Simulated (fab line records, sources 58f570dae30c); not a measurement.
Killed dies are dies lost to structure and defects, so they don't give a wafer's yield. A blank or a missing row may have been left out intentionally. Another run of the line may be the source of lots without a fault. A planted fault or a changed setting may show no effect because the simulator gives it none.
Split-lot study :: flow berkeley cmos170 :: 23 wafers read from 5 lots, route of 331 steps

== ON THE SPLIT ==
At UCB170_PWELL_COAT_08 (resist thk 900 nm), the setting spin rpm was moved away from the recipe's 1500 rpm on 4 of the 23 wafers read, by -7.1% to -6.5%. For the rest of the wafers, this setting stayed at what the recipe calls for.

Reading taken at the split's own step.

== THE READING ==
KrF_of_PWELL_COAT_08.thk nm (the simulator's own value, which no gauge read), in nm, at UCB170_PWELL_COAT_08 (resist thk 900 nm). No usual value for it is given in the file. The 19 wafers here that ran the recipe average 901.5 nm, standard deviation 3.1 nm.

wafer: L076.1
tool, chamber at the split: litho track-03, 0
spin rpm as run, rpm: 1500
against the recipe: recipe
KrF_of_PWELL_COAT_08.thk nm, nm: 903.4
against lot-mates on the recipe: -

wafer: L076.2
tool, chamber at the split: litho track-03, 0
spin rpm as run, rpm: 1500
against the recipe: recipe
KrF_of_PWELL_COAT_08.thk nm, nm: 900.3
against lot-mates on the recipe: -

wafer: L076.3
tool, chamber at the split: litho track-03, 0
spin rpm as run, rpm: 1500
against the recipe: recipe
KrF_of_PWELL_COAT_08.thk nm, nm: 900.9
against lot-mates on the recipe: -

wafer: L076.4
tool, chamber at the split: litho track-03, 0
spin rpm as run, rpm: 1500
against the recipe: recipe
KrF_of_PWELL_COAT_08.thk nm, nm: 902.8
against lot-mates on the recipe: -

wafer: L076.5
tool, chamber at the split: litho track-03, 0
spin rpm as run, rpm: 1500
against the recipe: recipe
KrF_of_PWELL_COAT_08.thk nm, nm: 900.6
against lot-mates on the recipe: -

wafer: L082.1
tool, chamber at the split: litho track-01, 0
spin rpm as run, rpm: 1500
against the recipe: recipe
KrF_of_PWELL_COAT_08.thk nm, nm: 902
against lot-mates on the recipe: -

wafer: L082.2
tool, chamber at the split: litho track-01, 0
spin rpm as run, rpm: 1393
against the recipe: -7.1%
KrF_of_PWELL_COAT_08.thk nm, nm: 936.9
against lot-mates on the recipe: +35.2

wafer: L082.3
tool, chamber at the split: litho track-01, 0
spin rpm as run, rpm: 1393
against the recipe: -7.1%
KrF_of_PWELL_COAT_08.thk nm, nm: 936.4
against lot-mates on the recipe: +34.7

wafer: L082.5
tool, chamber at the split: litho track-01, 0
spin rpm as run, rpm: 1500
against the recipe: recipe
KrF_of_PWELL_COAT_08.thk nm, nm: 902.1
against lot-mates on the recipe: -

wafer: L082.6
tool, chamber at the split: litho track-01, 0
spin rpm as run, rpm: 1500
against the recipe: recipe
KrF_of_PWELL_COAT_08.thk nm, nm: 900.9
against lot-mates on the recipe: -

wafer: L084.2
tool, chamber at the split: litho track-04, 0
spin rpm as run, rpm: 1500
against the recipe: recipe
KrF_of_PWELL_COAT_08.thk nm, nm: 894.9
against lot-mates on the recipe: -

wafer: L084.3
tool, chamber at the split: litho track-04, 0
spin rpm as run, rpm: 1500
against the recipe: recipe
KrF_of_PWELL_COAT_08.thk nm, nm: 898.7
against lot-mates on the recipe: -

wafer: L084.4
tool, chamber at the split: litho track-04, 0
spin rpm as run, rpm: 1500
against the recipe: recipe
KrF_of_PWELL_COAT_08.thk nm, nm: 895.8
against lot-mates on the recipe: -

wafer: L085.1
tool, chamber at the split: litho track-01, 0
spin rpm as run, rpm: 1500
against the recipe: recipe
KrF_of_PWELL_COAT_08.thk nm, nm: 902.9
against lot-mates on the recipe: -

wafer: L085.3
tool, chamber at the split: litho track-01, 0
spin rpm as run, rpm: 1500
against the recipe: recipe
KrF_of_PWELL_COAT_08.thk nm, nm: 906
against lot-mates on the recipe: -

wafer: L085.4
tool, chamber at the split: litho track-01, 0
spin rpm as run, rpm: 1500
against the recipe: recipe
KrF_of_PWELL_COAT_08.thk nm, nm: 900.4
against lot-mates on the recipe: -

wafer: L085.5
tool, chamber at the split: litho track-01, 0
spin rpm as run, rpm: 1500
against the recipe: recipe
KrF_of_PWELL_COAT_08.thk nm, nm: 902
against lot-mates on the recipe: -

wafer: L085.6
tool, chamber at the split: litho track-01, 0
spin rpm as run, rpm: 1500
against the recipe: recipe
KrF_of_PWELL_COAT_08.thk nm, nm: 899.8
against lot-mates on the recipe: -

wafer: L083.1
tool, chamber at the split: litho track-03, 0
spin rpm as run, rpm: 1500
against the recipe: recipe
KrF_of_PWELL_COAT_08.thk nm, nm: 907.1
against lot-mates on the recipe: -

wafer: L083.2
tool, chamber at the split: litho track-03, 0
spin rpm as run, rpm: 1500
against the recipe: recipe
KrF_of_PWELL_COAT_08.thk nm, nm: 901.8
against lot-mates on the recipe: -

wafer: L083.3
tool, chamber at the split: litho track-03, 0
spin rpm as run, rpm: 1402
against the recipe: -6.5%
KrF_of_PWELL_COAT_08.thk nm, nm: 934.2
against lot-mates on the recipe: +28.9

wafer: L083.4
tool, chamber at the split: litho track-03, 0
spin rpm as run, rpm: 1402
against the recipe: -6.5%
KrF_of_PWELL_COAT_08.thk nm, nm: 934.4
against lot-mates on the recipe: +29.1

wafer: L083.6
tool, chamber at the split: litho track-03, 0
spin rpm as run, rpm: 1500
against the recipe: recipe
KrF_of_PWELL_COAT_08.thk nm, nm: 907
against lot-mates on the recipe: -

FIT RESULTS
A straight line over all 23 wafers: KrF_of_PWELL_COAT_08.thk nm changes by -4.96 nm for each +1% of spin rpm; r = -0.98; the points scatter about the line by 2.9 nm.
The same after taking each lot's own level away (the mean of its wafers on the recipe; 23 wafers): -4.69 nm for each +1%; r = -0.99; scatter 1.8 nm.
Per that fit: largest spin rpm move, reading shift of 33 nm.
From 896.47 to 905.30 nm: that is the span of the lots' own levels, equal to 2.9 times the standard deviation above.
Hence the lot-to-lot level has little effect on the slope; both slopes agree.
Check: with one of the wafers moved furthest among these (-7.1%) left out of the fit, the line predicts +32.8 nm for it against its lot-mates. Against them it came out at +35.2 nm.

== ADDITIONAL SPLITS CARRIED BY THESE WAFERS ==
Before the reading, these wafers also passed through other splits. Each is held against what the fit with the lots' levels taken away leaves over:
other split on the same wafers: UCB170_START_OXIDATION_02 temp c
wafers away from the commonest value: 15
r with KrF_of_PWELL_COAT_08.thk nm (lot level and that fit taken away): -0.13

== THE WHOLE CHAIN: every reading that the file lists as answering this split, in the file's order ==
step: UCB170_PWELL_COAT_08
what it does: resist thk 900 nm
reading: KrF_of_PWELL_COAT_08.thk nm (the simulator's own value, which no gauge read)
change (the file's fit): -4.69 nm for each +1% of the setting
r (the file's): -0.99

step: UCB170_PWELL_STRIP_16
what it does: strips in O2
reading: strip time to endpoint s
change (the file's fit): withheld for each +1% of the setting
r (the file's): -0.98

== THE FILE'S OWN FIT ==
KrF_of_PWELL_COAT_08.thk nm changes by -4.69 nm for each +1% of spin rpm, r = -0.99.
